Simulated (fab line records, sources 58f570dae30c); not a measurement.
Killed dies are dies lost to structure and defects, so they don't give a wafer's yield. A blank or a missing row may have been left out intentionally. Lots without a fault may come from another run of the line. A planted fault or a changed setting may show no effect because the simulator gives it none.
Struck lot and sound lot, side by side ; flow berkeley-cmos170 ; 16 out of 331 route steps
Sound: these wafers, L914.1, L914.5, L914.6. Struck: wafers L926.1, L926.2, L926.5. The cause is given at the end.
Order at every step that has rows: each side's tool, ch and its chambers, its first start. Under that, the readings that differ: sound wafers ; struck wafers ; difference of the means ; sigmas: that difference in standard deviations of wafers without a fault.
alike: words and numbers the same on both sides, and readings whose means are apart by under 2 such deviations; not compared: readings that were withheld, readings missing a value for some wafer, numbers with overlapping values and no deviation given by the record, and bounds like >300 which may hide the same value.
Wherever a step has rows on one side only, a row that says differs or no value, or a row with sigmas, the two part there. When numbers do not overlap yet have no deviation, they are printed without sigmas and do not part them. A reading that every wafer of one side lacks parts them only if that side has two wafers or more.

UCB170_SDANNEAL_RS_MEAS_05: measures by four-point-probe.
  struck on film-metro-01, day 10 05:01; sound on film-metro-02, day 7 09:20
  alike: NLDD_RS
then, 1 step without rows for these wafers: UCB170_SILICIDE_PRE_CLEAN_00 (preclean etch time 60 s).
UCB170_SILICIDE_SPUTTER_01: material Ti, target thk 30 nm, time 25 s.
  struck on pvd-sputter-01, day 10 05:12; sound on pvd-sputter-02, day 7 09:31
  alike: throttle-valve-pct
UCB170_SILICIDE_RS_MEAS_02: measures by four-point-probe.
  struck on film-metro-04, day 10 05:14; sound on film-metro-04, day 7 09:33
  alike: SILICIDE_TI_RS
UCB170_SILICIDE_THK_MEAS_03: measures by xrf.
  struck on film-metro-04, day 10 05:21; sound on film-metro-04, day 7 09:40
  alike: SILICIDE_TI_THK
UCB170_SILICIDE_RTA_04: time 15 s.
  sound on rtp-anneal-01 ch 0, day 7 09:44; struck on rtp-anneal-02 ch 0, day 10 05:25
reading;sound;struck;difference;sigmas
lamp-power-pct (%);10.4 10.4 10.4;9.5 9.5 9.5;-0.9;-2
  alike: wafer_temp_C_max
then, 3 steps without rows for these wafers: UCB170_SILICIDE_WET_ETCH_05 (etches Ti in SPM, time 45 s); UCB170_CONTACT_CLEAN_00 (cleans in SPM, time 600 s); UCB170_CONTACT_CVD_01 (deposits PSG from SiH4/O2/PH3, target thk 700 nm, time 2820 s).
UCB170_CONTACT_THK_MEAS_02:
  struck on film-metro-01, day 10 07:46; sound on film-metro-04, day 7 11:48
  alike: CONTACT_PSG_THK
then, 2 steps without rows for these wafers: UCB170_CONTACT_HMDS_03 (prime time 60 s); UCB170_CONTACT_COAT_04 (resist thk 900 nm).
UCB170_CONTACT_SOFTBAKE_05: time 60 s.
  sound on litho-track-02 ch 0, day 7 12:10; struck on litho-track-03 ch 0, day 10 08:08
reading;sound;struck;difference;sigmas
heater-power-total-W (W);56.76 56.76 56.85;46.71 46.70 46.65;-10.10;-99 or more
plate-temp-C (C);130.09 130.24 129.92;112.16 112.15 111.99;-17.98;-99 or more
UCB170_CONTACT_STRIP_06: strips in O2.
  sound on plasma-asher-01 ch 0,1, day 7 12:19; struck on plasma-asher-01 ch 0,1, day 10 08:17
reading;sound;struck;difference;sigmas
strip-time-to-endpoint-s (s);21.88 21.90 21.94;22.47 22.46 22.49;+0.57;+10
  alike: drypump-motor-current-A, oes-product-au
  not compared: rf-hours-counter-h
then, 1 step without rows for these wafers: UCB170_CONTACT_CLEAN_07 (cleans in SPM, time 600 s).
UCB170_M3_PROBE_99:
  the record holds rows for the sound wafers here (prober-01, day 8 07:11) but none for the struck ones

WHERE THEY PART
First at UCB170_SILICIDE_RTA_04; last, within this record, at UCB170_M3_PROBE_99.

WHY: whatever the simulator had introduced
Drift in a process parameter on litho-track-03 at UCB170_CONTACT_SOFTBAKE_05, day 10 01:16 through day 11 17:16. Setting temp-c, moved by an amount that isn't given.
